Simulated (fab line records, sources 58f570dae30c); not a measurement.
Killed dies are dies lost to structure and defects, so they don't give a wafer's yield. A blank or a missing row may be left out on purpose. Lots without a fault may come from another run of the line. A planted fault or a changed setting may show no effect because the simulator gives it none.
Which tool did it? | flow berkeley_cmos170 | 15 lots, 45 wafers sampled, at 2 steps of a route of 331

WHAT THE GAUGES READ, wafer by wafer
UCB170_M2_CD_MEAS_90: target cd 700 nm.
lot  | measured     | on        | cd_nm (nm)
L562 | day 7 21:09  | cd_sem-02 | 698 698 699
L563 | day 7 21:01  | cd_sem-02 | 703 702 703
L565 | day 8 06:39  | cd_sem-02 | 700 700 696
L567 | day 8 05:38  | cd_sem-02 | 699 699 697
L568 | day 8 21:01  | cd_sem-01 | 694 697 695
L570 | day 9 09:06  | cd_sem-02 | 701 700 698
L571 | day 9 16:14  | cd_sem-01 | 697 697 707
L573 | day 9 16:46  | cd_sem-01 | 697 699 699
L572 | day 9 19:48  | cd_sem-01 | 700 702 701
L575 | day 10 15:21 | cd_sem-01 | 696 697 694
L576 | day 10 15:39 | cd_sem-01 | 703 700 702
L578 | day 10 22:01 | cd_sem-01 | 700 701 699
L579 | day 11 02:05 | cd_sem-01 | 701 701 701
L580 | day 11 02:37 | cd_sem-02 | 698 698 693
L581 | day 11 02:24 | cd_sem-02 | 706 702 708

WHICH TOOL RAN EACH LOT (tool, then ch and the chambers of the sampled wafers, then the start)
lot  | UCB170_WELLDRIVE_OXIDATION_01
L562 | furnace-01 ch 0, day 3 15:17
L563 | furnace-01 ch 0, day 3 15:17
L565 | furnace-01 ch 0, day 4 01:47
L567 | furnace-01 ch 0, day 4 05:17
L568 | furnace-02 ch 0, day 4 11:14
L570 | furnace-02 ch 0, day 4 23:16
L571 | furnace-01 ch 0, day 5 07:46
L573 | furnace-03 ch 0, day 5 11:03
L572 | furnace-03 ch 0, day 5 18:43
L575 | furnace-01 ch 0, day 6 05:45
L576 | furnace-01 ch 0, day 6 10:45
L578 | furnace-02 ch 0, day 6 15:51
L579 | furnace-01 ch 0, day 6 23:22
L580 | furnace-01 ch 0, day 7 07:03
L581 | furnace-01 ch 0, day 7 07:03
- UCB170_WELLDRIVE_OXIDATION_01: target thk 199 nm, ox time 9000 s.

WHAT THE TOOLS THEMSELVES READ (means of the sampled wafers that have a number; where no wafer has one, the mark that the record gives instead)
The record holds no such reading with a usual standard deviation.

THE ANSWER, worked out from the rows above alone
Rule: what is usual is taken from the lots themselves. Put in order of their means at a reading, lots are off if they are a third of the lots or fewer, leave a main group of 4 or more, and stand apart from it by a gap of 3 or more times the standard deviation of the main group's means; of several such gaps the widest counts. A main group whose means are all the same, to the digits that the tables above print for the reading, isn't used. A lot without any number at a reading at which 4 lots or more have one is off too. The other lots that the step has rows for count as sound. The gauges are gone through in route order, then the tools' own readings, and for those a lot's mean is taken as printed above. The first step at which some lot is off is used, and at that step the reading that is off furthest; a lot without a number counts as furthest.
No lot is off at any reading shown: from this, nothing can be told.

WHAT THE SIMULATOR HAD PUT IN
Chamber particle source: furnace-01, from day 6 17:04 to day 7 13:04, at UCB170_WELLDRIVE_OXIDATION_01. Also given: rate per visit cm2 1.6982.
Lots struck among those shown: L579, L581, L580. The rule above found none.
